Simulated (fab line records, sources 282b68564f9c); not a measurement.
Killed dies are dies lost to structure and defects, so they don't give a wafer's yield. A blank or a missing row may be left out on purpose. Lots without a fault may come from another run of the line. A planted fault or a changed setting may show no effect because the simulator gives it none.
Which tool did it? | flow rit_cmos | 14 lots, 42 wafers sampled, at 2 steps of a route of 202

WHAT THE GAUGES READ, wafer by wafer
RIT_REOX_THK_MEAS_04. Usual: REOX_OXIDE_THK 25.3 nm, standard deviation 0.43.
lot  | measured    | on            | REOX_OXIDE_THK (nm) | flag
L829 | day 2 21:14 | film_metro-01 | 24.9 24.7 25.4      |
L830 | day 3 02:26 | film_metro-01 | 25.7 25.5 25.1      |
L831 | day 3 03:53 | film_metro-04 | 25.5 25.7 25.8      |
L832 | day 3 15:02 | film_metro-01 | 25.6 25.7 26.1      |
L834 | day 4 04:38 | film_metro-04 | 24.8 24.8 25.2      |
L835 | day 4 04:38 | film_metro-01 | 25.4 25.0 25.4      |
L836 | day 4 12:37 | film_metro-01 | 25.5 24.9 25.5      |
L842 | day 5 14:41 | film_metro-04 | 24.4 24.6 24.3      |
L845 | day 6 06:01 | film_metro-02 | 30.0 29.9 29.2      | OFF
L846 | day 6 11:01 | film_metro-02 | 29.3 29.2 29.5      | OFF
L848 | day 6 21:59 | film_metro-01 | 25.6 25.5 25.8      |
L849 | day 7 06:09 | film_metro-01 | 25.4 25.2 25.6      |
L850 | day 7 10:16 | film_metro-02 | 25.3 25.6 25.6      |
L852 | day 8 03:34 | film_metro-04 | 25.0 25.0 24.9      |

WHICH TOOL RAN EACH LOT (tool, then ch and the chambers of the sampled wafers, then the start)
lot  | RIT_REOX_OXIDATION_03
L829 | furnace-04 ch 0, day 2 18:40
L830 | furnace-03 ch 0, day 2 23:53
L831 | furnace-04 ch 0, day 3 01:19
L832 | furnace-01 ch 0, day 3 12:28
L834 | furnace-03 ch 0, day 4 02:05
L835 | furnace-03 ch 0, day 4 02:05
L836 | furnace-04 ch 0, day 4 10:03
L842 | furnace-03 ch 0, day 5 12:08
L845 | furnace-04 ch 0, day 6 03:27
L846 | furnace-04 ch 0, day 6 08:27
L848 | furnace-01 ch 0, day 6 19:25
L849 | furnace-01 ch 0, day 7 03:36
L850 | furnace-01 ch 0, day 7 07:43
L852 | furnace-01 ch 0, day 8 01:01
- RIT_REOX_OXIDATION_03: target thk 25.2 nm, ox time 5580 s.

WHAT THE TOOLS THEMSELVES READ (means of the sampled wafers that have a number; where no wafer has one, the mark that the record gives instead)
RIT_REOX_OXIDATION_03. Usual: spike_tc_centre_C 902.7 C, standard deviation 1; spike_tc_load_C 923 C, standard deviation 3.3; spike_tc_source_C 923.7 C, standard deviation 1.3; tube_center_temp_C 900.01 C, standard deviation 0.085; tube_center_temp_C_max 902.4, standard deviation 0.36; zone_power_centre_pct 44 %, standard deviation 3.2.
lot  | tool       | spike_tc_centre_C (C) | spike_tc_load_C (C) | spike_tc_source_C (C) | tube_center_temp_C (C) | tube_center_temp_C_max | zone_power_centre_pct (%) | flag
L829 | furnace-04 | 903.5                 | 920                 | 924.6                 | 900.04                 | 902.4                  | 48                        |
L830 | furnace-03 | 902.4                 | 928                 | 924.8                 | 900.02                 | 902.8                  | 42                        |
L831 | furnace-04 | 903.4                 | 921                 | 924.4                 | 899.98                 | 902.4                  | 48                        |
L832 | furnace-01 | 903.3                 | 922                 | 922.2                 | 899.97                 | 902.3                  | 42                        |
L834 | furnace-03 | 901.7                 | 928                 | 925.8                 | 899.96                 | 902.2                  | 42                        |
L835 | furnace-03 | 901.8                 | 929                 | 924.1                 | 899.97                 | 902.2                  | 42                        |
L836 | furnace-04 | 902.6                 | 921                 | 923.7                 | 899.94                 | 902.1                  | 48                        |
L842 | furnace-03 | 902.0                 | 930                 | 925.2                 | 899.94                 | 901.9                  | 41                        |
L845 | furnace-04 | 917.1                 | 937                 | 939.4                 | 914.97                 | 917.3                  | 49                        | OFF
L846 | furnace-04 | 918.9                 | 936                 | 939.6                 | 914.91                 | 917.0                  | 49                        | OFF
L848 | furnace-01 | 902.8                 | 923                 | 922.4                 | 900.06                 | 902.4                  | 42                        |
L849 | furnace-01 | 902.2                 | 922                 | 923.2                 | 900.01                 | 902.5                  | 42                        |
L850 | furnace-01 | 902.0                 | 921                 | 923.4                 | 900.01                 | 902.7                  | 42                        |
L852 | furnace-01 | 901.8                 | 921                 | 922.7                 | 899.96                 | 902.4                  | 42                        |

THE ANSWER, worked out from the rows above alone
Rule: a lot is off if the mean of its wafers that have a number lies more than 3 standard deviations from the usual mean. A lot without any number at a reading at which 4 lots or more have one is off too. The other lots that the step has rows for count as sound. The gauges are gone through in route order, then the tools' own readings, and for those a lot's mean is taken as printed above. The first step at which some lot is off is used, and at that step the reading that is off furthest; a lot without a number counts as furthest.
Off: L845, L846, at RIT_REOX_THK_MEAS_04 (REOX_OXIDE_THK).
A tool fits if, at a process step before that reading, it ran every lot that is off, and no sound lot after the first of them. The gauges at RIT_REOX_THK_MEAS_04 aren't tried: what is off there is off at RIT_REOX_OXIDATION_03 too, on other tools, and a gauge's error can't cause that. One fits: furnace-04 at RIT_REOX_OXIDATION_03. Its last sound lot is L836 (day 4 10:03), its first lot that is off L845 (day 6 03:27): a fault that began between those two fits.
The tool's own readings at RIT_REOX_OXIDATION_03 bear it out: on the lots that are off they differ by more than 5 times the standard deviation of the sound lots' means. spike_tc_centre_C reads 918.0 C there against 902.5 C on the sound lots; spike_tc_source_C reads 939.5 C there against 923.9 C on the sound lots; tube_center_temp_C reads 914.94 C there against 899.99 C on the sound lots; tube_center_temp_C_max reads 917.1 there against 902.4 on the sound lots.

WHAT THE SIMULATOR HAD PUT IN
Process parameter drift: furnace-04, from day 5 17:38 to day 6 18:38, at RIT_REOX_OXIDATION_03. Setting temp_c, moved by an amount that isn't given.
Lots struck among those shown: L845, L846. The rule above found the same.
